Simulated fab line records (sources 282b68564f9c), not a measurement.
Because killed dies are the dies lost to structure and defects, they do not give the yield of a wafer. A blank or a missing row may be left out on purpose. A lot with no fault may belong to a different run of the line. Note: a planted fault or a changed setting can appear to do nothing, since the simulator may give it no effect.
fab line records / flow rit-cmos
[record] lots = 5 wafers = 15 last-day = 7
route steps=202 shown NLDD@105 PLDD@114 SPACER@125
lots that met no fault: taken from a fault-free run of the same line
start-h: start of the lot's first displayed wafer, in hours after the record's first day / wait-h: how many hours have passed since the lot's step before this one / " identical to the entry in the row above / L1.1+2: several wafers, shown together as one row / - no value present, or no start provided / * or withheld: withheld / < > ~ a bound
route shown NAME@n: a module of which the file shows steps, and the number in the route of the first / usual: mean and standard deviation over wafers with no fault / same: alike in all rows / chamber/n: place in a boat / sites: per-site readings / _std_site: their standard deviation / _edge_site: the outer-site mean with the inner-site mean subtracted / radius-mm: how far each site lies from the wafer's centre / mask NAME#n: copy n / behind: tool/chamber where the wafer was last shaped / hold: the reason the lot was held/the length of the hold in hours/how it ended / device: the transistor (n, p or np) that didn't switch / end of line: the route-end tests of the same wafers / for a step that has no rows: nothing shown but its recipe / killed: dies that structure and defects cost at the first sort, which is not the same as the wafer's yield / map: a wafer's dies, marking killed ones x, the rest . and places with no die _
set.NAME: the setting as run; set.NAME@STEP: as run at that earlier step / model.NAME: the simulator's own value behind a step, which no gauge read
a table for each step, a row for each wafer; lots at some steps of the route
services: the hour from which a tool's chamber was out of use, counted from the record's first day as start-h (under 0 if before that day), plus the number of hours and why
[[steps]]
[step RIT_NLDD_SOFTBAKE_02]
[recipe] resist = NOVOLAK temp-c = 90 time-s = 60
[step RIT_NLDD_EXPOSE_03]
[recipe] mask-id = M7 na = 0.57 target-cd-nm = 40700 dose-mj = 250
[step RIT_NLDD_PEB_04]
[recipe] resist = NOVOLAK temp-c = withheld time-s = withheld
[step RIT_NLDD_DEVELOP_05]
[recipe] resist = NOVOLAK develop-time-s = 50 dev-temp-c = 23
[step RIT_NLDD_OVL_MEAS_06]
[usual] NLDD_OVL = 0.2/1.1
lot.wafer=L657.1 tool=overlay-01 chamber=- start-h=71.62 wait-h=- NLDD_OVL[nm]=0.1
lot.wafer=L657.3 tool=overlay-01 chamber=- start-h=71.62 wait-h=- NLDD_OVL[nm]=-0.9
lot.wafer=L657.6 tool=overlay-01 chamber=- start-h=71.62 wait-h=- NLDD_OVL[nm]=-0.1
lot.wafer=L661.2 tool=overlay-01 chamber=- start-h=91.19 wait-h=- NLDD_OVL[nm]=-0.4
lot.wafer=L661.3 tool=overlay-01 chamber=- start-h=91.19 wait-h=- NLDD_OVL[nm]=0.6
lot.wafer=L661.6 tool=overlay-01 chamber=- start-h=91.19 wait-h=- NLDD_OVL[nm]=0.1
lot.wafer=L662.1 tool=overlay-02 chamber=- start-h=95.56 wait-h=- NLDD_OVL[nm]=0.5
lot.wafer=L662.5 tool=overlay-02 chamber=- start-h=95.56 wait-h=- NLDD_OVL[nm]=1.9
lot.wafer=L662.6 tool=overlay-02 chamber=- start-h=95.56 wait-h=- NLDD_OVL[nm]=0.8
lot.wafer=L664.1 tool=overlay-01 chamber=- start-h=106.05 wait-h=- NLDD_OVL[nm]=-0.4
lot.wafer=L664.2 tool=overlay-01 chamber=- start-h=106.05 wait-h=- NLDD_OVL[nm]=0.1
lot.wafer=L664.3 tool=overlay-01 chamber=- start-h=106.05 wait-h=- NLDD_OVL[nm]=0.3
lot.wafer=L674.1 tool=overlay-01 chamber=- start-h=157.71 wait-h=- NLDD_OVL[nm]=0.0
lot.wafer=L674.3 tool=overlay-01 chamber=- start-h=157.71 wait-h=- NLDD_OVL[nm]=-0.4
lot.wafer=L674.5 tool=overlay-01 chamber=- start-h=157.71 wait-h=- NLDD_OVL[nm]=-2.8
[step RIT_NLDD_HARDBAKE_07]
[recipe] resist = NOVOLAK temp-c = 140 time-s = 60
[step RIT_NLDD_IMPLANT_08]
[recipe] species = P energy-kev = 20 dose-cm2 = 5e+14 tilt-deg = 7
[step RIT_NLDD_STRIP_09]
[recipe] chemistry = O2 time-s = 180 resist = NOVOLAK platen-temp-c = withheld power-w = 500 pressure-mtorr = 4000 o2-flow-sccm = 4000
[usual] chamber-pressure-mTorr = 3999/3.7 drypump-motor-current-A = 5.6/0.49
lot.wafer=L657.1 tool=plasma-asher-04 chamber=0 start-h=71.96 wait-h=0.1 chamber-pressure-mTorr=3996 drypump-motor-current-A=5.9 rf-hours-counter-h=45
lot.wafer=L657.3 tool=plasma-asher-04 chamber=0 start-h=71.96 wait-h=0.1 chamber-pressure-mTorr=4003 drypump-motor-current-A=5.9 rf-hours-counter-h=-
lot.wafer=L657.6 tool=plasma-asher-04 chamber=0 start-h=71.96 wait-h=0.1 chamber-pressure-mTorr=3993 drypump-motor-current-A=5.9 rf-hours-counter-h=-
lot.wafer=L661.2 tool=plasma-asher-01 chamber=0 start-h=91.59 wait-h=0.1 chamber-pressure-mTorr=4000 drypump-motor-current-A=5.2 rf-hours-counter-h=22
lot.wafer=L661.3 tool=plasma-asher-01 chamber=1 start-h=91.59 wait-h=0.1 chamber-pressure-mTorr=4007 drypump-motor-current-A=5.2 rf-hours-counter-h=-
lot.wafer=L661.6 tool=plasma-asher-01 chamber=1 start-h=91.59 wait-h=0.1 chamber-pressure-mTorr=4001 drypump-motor-current-A=5.2 rf-hours-counter-h=-
lot.wafer=L662.1 tool=plasma-asher-03 chamber=1 start-h=95.90 wait-h=0.1 chamber-pressure-mTorr=3997 drypump-motor-current-A=5.7 rf-hours-counter-h=48
lot.wafer=L662.5 tool=plasma-asher-03 chamber=0 start-h=95.90 wait-h=0.1 chamber-pressure-mTorr=4003 drypump-motor-current-A=6.7 rf-hours-counter-h=-
lot.wafer=L662.6 tool=plasma-asher-03 chamber=1 start-h=95.90 wait-h=0.1 chamber-pressure-mTorr=3997 drypump-motor-current-A=5.7 rf-hours-counter-h=-
lot.wafer=L664.1 tool=plasma-asher-04 chamber=0 start-h=106.38 wait-h=0.1 chamber-pressure-mTorr=4002 drypump-motor-current-A=5.9 rf-hours-counter-h=48
lot.wafer=L664.2 tool=plasma-asher-04 chamber=1 start-h=106.38 wait-h=0.1 chamber-pressure-mTorr=3999 drypump-motor-current-A=5.7 rf-hours-counter-h=48
lot.wafer=L664.3 tool=plasma-asher-04 chamber=0 start-h=106.38 wait-h=0.1 chamber-pressure-mTorr=3999 drypump-motor-current-A=5.9 rf-hours-counter-h=-
lot.wafer=L674.1 tool=plasma-asher-03 chamber=0 start-h=158.05 wait-h=0.1 chamber-pressure-mTorr=4002 drypump-motor-current-A=6.7 rf-hours-counter-h=55
lot.wafer=L674.3 tool=plasma-asher-03 chamber=1 start-h=158.05 wait-h=0.1 chamber-pressure-mTorr=4000 drypump-motor-current-A=5.7 rf-hours-counter-h=-
lot.wafer=L674.5 tool=plasma-asher-03 chamber=0 start-h=158.05 wait-h=0.1 chamber-pressure-mTorr=4001 drypump-motor-current-A=6.7 rf-hours-counter-h=-
[step RIT_NLDD_TW_MEAS_10]
[usual] NLDD_TW = 2491/21
lot.wafer=L657.1 tool=film-metro-04 chamber=- start-h=72.13 wait-h=0.1 NLDD_TW=2486
lot.wafer=L657.3 tool=film-metro-04 chamber=- start-h=72.13 wait-h=0.1 NLDD_TW=2495
lot.wafer=L657.6 tool=film-metro-04 chamber=- start-h=72.13 wait-h=0.1 NLDD_TW=2490
lot.wafer=L661.2 tool=film-metro-01 chamber=- start-h=91.77 wait-h=0.1 NLDD_TW=2490
lot.wafer=L661.3 tool=film-metro-01 chamber=- start-h=91.77 wait-h=0.1 NLDD_TW=2495
lot.wafer=L661.6 tool=film-metro-01 chamber=- start-h=91.77 wait-h=0.1 NLDD_TW=2492
lot.wafer=L662.1 tool=film-metro-01 chamber=- start-h=96.07 wait-h=0.1 NLDD_TW=2492
lot.wafer=L662.5 tool=film-metro-01 chamber=- start-h=96.07 wait-h=0.1 NLDD_TW=2482
lot.wafer=L662.6 tool=film-metro-01 chamber=- start-h=96.07 wait-h=0.1 NLDD_TW=2493
lot.wafer=L664.1 tool=film-metro-04 chamber=- start-h=106.56 wait-h=0.1 NLDD_TW=2461
lot.wafer=L664.2 tool=film-metro-04 chamber=- start-h=106.56 wait-h=0.1 NLDD_TW=2470
lot.wafer=L664.3 tool=film-metro-04 chamber=- start-h=106.56 wait-h=0.1 NLDD_TW=2466
lot.wafer=L674.1 tool=film-metro-04 chamber=- start-h=158.22 wait-h=0.1 NLDD_TW=2465
lot.wafer=L674.3 tool=film-metro-04 chamber=- start-h=158.22 wait-h=0.1 NLDD_TW=2468
lot.wafer=L674.5 tool=film-metro-04 chamber=- start-h=158.22 wait-h=0.1 NLDD_TW=2469
[step RIT_PLDD_HMDS_00]
[recipe] prime-time-s = 60 prime-temp-c = 140
[step RIT_PLDD_COAT_01]
[recipe] resist = NOVOLAK spin-rpm = 3250 resist-thk-nm = 1000
[step RIT_PLDD_SOFTBAKE_02]
[recipe] resist = NOVOLAK temp-c = 90 time-s = 60
[step RIT_PLDD_EXPOSE_03]
[recipe] mask-id = M8 na = 0.57 target-cd-nm = 40900 dose-mj = 250
lot.wafer=L657.1+3+6 tool=iline-stepper-01 chamber=0 start-h=72.77 wait-h=0.2 mask=M8#0
lot.wafer=L661.2+3+6 tool=iline-stepper-02 chamber=0 start-h=92.29 wait-h=0.1 mask=M8#0
lot.wafer=L662.1+5+6 tool=iline-stepper-01 chamber=0 start-h=96.73 wait-h=0.2 mask=M7#0
lot.wafer=L664.1+2+3 tool=iline-stepper-01 chamber=0 start-h=107.19 wait-h=0.2 mask=M8#0
lot.wafer=L674.1+3+5 tool=iline-stepper-02 chamber=0 start-h=158.73 wait-h=0.1 mask=M8#0
[step RIT_PLDD_PEB_04]
[recipe] resist = NOVOLAK temp-c = withheld time-s = withheld
[step RIT_PLDD_DEVELOP_05]
[recipe] resist = NOVOLAK develop-time-s = 50 dev-temp-c = 23
[step RIT_PLDD_OVL_MEAS_06]
[usual] PLDD_OVL = 0.0/1.1
lot.wafer=L657.1 tool=overlay-01 chamber=- start-h=73.17 wait-h=- PLDD_OVL[nm]=0.1
lot.wafer=L657.3 tool=overlay-01 chamber=- start-h=73.17 wait-h=- PLDD_OVL[nm]=-1.5
lot.wafer=L657.6 tool=overlay-01 chamber=- start-h=73.17 wait-h=- PLDD_OVL[nm]=-0.6
lot.wafer=L661.2 tool=overlay-01 chamber=- start-h=92.68 wait-h=- PLDD_OVL[nm]=0.6
lot.wafer=L661.3 tool=overlay-01 chamber=- start-h=92.68 wait-h=- PLDD_OVL[nm]=1.1
lot.wafer=L661.6 tool=overlay-01 chamber=- start-h=92.68 wait-h=- PLDD_OVL[nm]=3.2
lot.wafer=L662.1 tool=overlay-01 chamber=- start-h=97.13 wait-h=- PLDD_OVL[nm]=-
lot.wafer=L662.5 tool=overlay-01 chamber=- start-h=97.13 wait-h=- PLDD_OVL[nm]=-
lot.wafer=L662.6 tool=overlay-01 chamber=- start-h=97.13 wait-h=- PLDD_OVL[nm]=-
lot.wafer=L664.1 tool=overlay-01 chamber=- start-h=107.59 wait-h=- PLDD_OVL[nm]=-2.9
lot.wafer=L664.2 tool=overlay-01 chamber=- start-h=107.59 wait-h=- PLDD_OVL[nm]=-1.5
lot.wafer=L664.3 tool=overlay-01 chamber=- start-h=107.59 wait-h=- PLDD_OVL[nm]=-2.1
lot.wafer=L674.1 tool=overlay-01 chamber=- start-h=159.13 wait-h=- PLDD_OVL[nm]=-0.1
lot.wafer=L674.3 tool=overlay-01 chamber=- start-h=159.13 wait-h=- PLDD_OVL[nm]=1.4
lot.wafer=L674.5 tool=overlay-01 chamber=- start-h=159.13 wait-h=- PLDD_OVL[nm]=0.0
[step RIT_PLDD_HARDBAKE_07]
[recipe] resist = NOVOLAK temp-c = 140 time-s = 60
[step RIT_PLDD_IMPLANT_08]
[recipe] species = BF2 energy-kev = 20 dose-cm2 = 9e+14 tilt-deg = 7
[step RIT_PLDD_STRIP_09]
[recipe] chemistry = O2 time-s = 180 resist = NOVOLAK platen-temp-c = withheld power-w = 500 pressure-mtorr = 4000 o2-flow-sccm = 4000
[usual] chamber-pressure-mTorr = 4000/3.7 drypump-motor-current-A = 5.6/0.36
lot.wafer=L657.1 tool=plasma-asher-04 chamber=0 start-h=73.50 wait-h=0.1 chamber-pressure-mTorr=4000 drypump-motor-current-A=5.9 rf-hours-counter-h=45
lot.wafer=L657.3 tool=plasma-asher-04 chamber=0 start-h=73.50 wait-h=0.1 chamber-pressure-mTorr=4002 drypump-motor-current-A=5.9 rf-hours-counter-h=-
lot.wafer=L657.6 tool=plasma-asher-04 chamber=0 start-h=73.50 wait-h=0.1 chamber-pressure-mTorr=4001 drypump-motor-current-A=5.9 rf-hours-counter-h=-
lot.wafer=L661.2 tool=plasma-asher-01 chamber=1 start-h=93.01 wait-h=0.1 chamber-pressure-mTorr=3995 drypump-motor-current-A=5.2 rf-hours-counter-h=22
lot.wafer=L661.3 tool=plasma-asher-01 chamber=0 start-h=93.01 wait-h=0.1 chamber-pressure-mTorr=4004 drypump-motor-current-A=5.2 rf-hours-counter-h=-
lot.wafer=L661.6 tool=plasma-asher-01 chamber=1 start-h=93.01 wait-h=0.1 chamber-pressure-mTorr=3999 drypump-motor-current-A=5.2 rf-hours-counter-h=-
lot.wafer=L662.1 tool=plasma-asher-01 chamber=1 start-h=97.47 wait-h=0.1 chamber-pressure-mTorr=3999 drypump-motor-current-A=5.2 rf-hours-counter-h=22
lot.wafer=L662.5 tool=plasma-asher-01 chamber=1 start-h=97.47 wait-h=0.1 chamber-pressure-mTorr=4000 drypump-motor-current-A=5.2 rf-hours-counter-h=-
lot.wafer=L662.6 tool=plasma-asher-01 chamber=0 start-h=97.47 wait-h=0.1 chamber-pressure-mTorr=3996 drypump-motor-current-A=5.2 rf-hours-counter-h=-
lot.wafer=L664.1 tool=plasma-asher-01 chamber=0 start-h=107.93 wait-h=0.1 chamber-pressure-mTorr=3994 drypump-motor-current-A=5.2 rf-hours-counter-h=23
lot.wafer=L664.2 tool=plasma-asher-01 chamber=1 start-h=107.93 wait-h=0.1 chamber-pressure-mTorr=3996 drypump-motor-current-A=5.1 rf-hours-counter-h=23
lot.wafer=L664.3 tool=plasma-asher-01 chamber=1 start-h=107.93 wait-h=0.1 chamber-pressure-mTorr=3997 drypump-motor-current-A=5.2 rf-hours-counter-h=-
lot.wafer=L674.1 tool=plasma-asher-04 chamber=0 start-h=159.47 wait-h=0.1 chamber-pressure-mTorr=4001 drypump-motor-current-A=5.9 rf-hours-counter-h=4
lot.wafer=L674.3 tool=plasma-asher-04 chamber=0 start-h=159.47 wait-h=0.1 chamber-pressure-mTorr=4003 drypump-motor-current-A=5.9 rf-hours-counter-h=-
lot.wafer=L674.5 tool=plasma-asher-04 chamber=1 start-h=159.47 wait-h=0.1 chamber-pressure-mTorr=3994 drypump-motor-current-A=5.7 rf-hours-counter-h=-
[step RIT_PLDD_TW_MEAS_10]
[usual] PLDD_TW = 2345/23
lot.wafer=L657.1 tool=film-metro-03 chamber=- start-h=73.68 wait-h=0.1 PLDD_TW=2375
lot.wafer=L657.3 tool=film-metro-03 chamber=- start-h=73.68 wait-h=0.1 PLDD_TW=2366
lot.wafer=L657.6 tool=film-metro-03 chamber=- start-h=73.68 wait-h=0.1 PLDD_TW=2371
lot.wafer=L661.2 tool=film-metro-01 chamber=- start-h=93.19 wait-h=0.1 PLDD_TW=2353
lot.wafer=L661.3 tool=film-metro-01 chamber=- start-h=93.19 wait-h=0.1 PLDD_TW=2359
lot.wafer=L661.6 tool=film-metro-01 chamber=- start-h=93.19 wait-h=0.1 PLDD_TW=2353
lot.wafer=L662.1 tool=film-metro-03 chamber=- start-h=97.64 wait-h=0.1 PLDD_TW=30
lot.wafer=L662.5 tool=film-metro-03 chamber=- start-h=97.64 wait-h=0.1 PLDD_TW=30
lot.wafer=L662.6 tool=film-metro-03 chamber=- start-h=97.64 wait-h=0.1 PLDD_TW=30
lot.wafer=L664.1 tool=film-metro-04 chamber=- start-h=108.10 wait-h=0.1 PLDD_TW=2323
lot.wafer=L664.2 tool=film-metro-04 chamber=- start-h=108.10 wait-h=0.1 PLDD_TW=2310
lot.wafer=L664.3 tool=film-metro-04 chamber=- start-h=108.10 wait-h=0.1 PLDD_TW=2311
lot.wafer=L674.1 tool=film-metro-04 chamber=- start-h=159.64 wait-h=0.1 PLDD_TW=2320
lot.wafer=L674.3 tool=film-metro-04 chamber=- start-h=159.64 wait-h=0.1 PLDD_TW=2327
lot.wafer=L674.5 tool=film-metro-04 chamber=- start-h=159.64 wait-h=0.1 PLDD_TW=2321
[step RIT_SPACER_CLEAN_00]
[recipe] chemistry = SC1 mix = 3:3:50 time-s = 600 temp-c = 75
[[services]]
tool=plasma-asher-04 chamber=- start-h=108.75 hours=9.0 kind=pm
tool=plasma-asher-04 chamber=0 start-h=108.75 hours=9.0 kind=vent-cycle
tool=plasma-asher-04 chamber=1 start-h=108.75 hours=9.0 kind=vent-cycle
tool=plasma-asher-04 chamber=0 start-h=117.75 hours=- kind=clean
tool=plasma-asher-04 chamber=1 start-h=117.75 hours=- kind=clean
tool=iline-stepper-02 chamber=- start-h=121.21 hours=1.4 kind=repair
tool=plasma-asher-03 chamber=- start-h=132.28 hours=2.8 kind=pm
tool=plasma-asher-01 chamber=- start-h=137.26 hours=4.1 kind=repair
[[key]]
[first-sign] step = RIT_PLDD_EXPOSE_03 reading = mask direction = changed
[effect] step = RIT_PLDD_OVL_MEAS_06 reading = PLDD_OVL direction = missing
[effect] step = RIT_PLDD_TW_MEAS_10 reading = PLDD_TW direction = down sigmas = 99+ usual = 2345 struck = 30
met-at RIT_PLDD_EXPOSE_03
struck-wafers L662.1,L662.5,L662.6
sort-left-out L662.1,L662.5,L662.6
tester-left-out L662
onset-between 72.77 96.73
[fault] kind = wrong-mask tool = any chamber = - onset-h = 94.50 steps = RIT_PLDD_EXPOSE_03 aux-copy = M7#0 scope = struck-lots-only
// tester-left-out: of these lots the tester's yield and bins aren't shown, on N5 and GAA mostly nor the transistor test; their killed dies are dies lost to structure and defects alone, not to doping, threshold or leakage, so they don't give the yield
// sort-left-out: the simulated sort isn't trusted on such a fault, so these wafers' sort isn't shown, and their yield isn't known
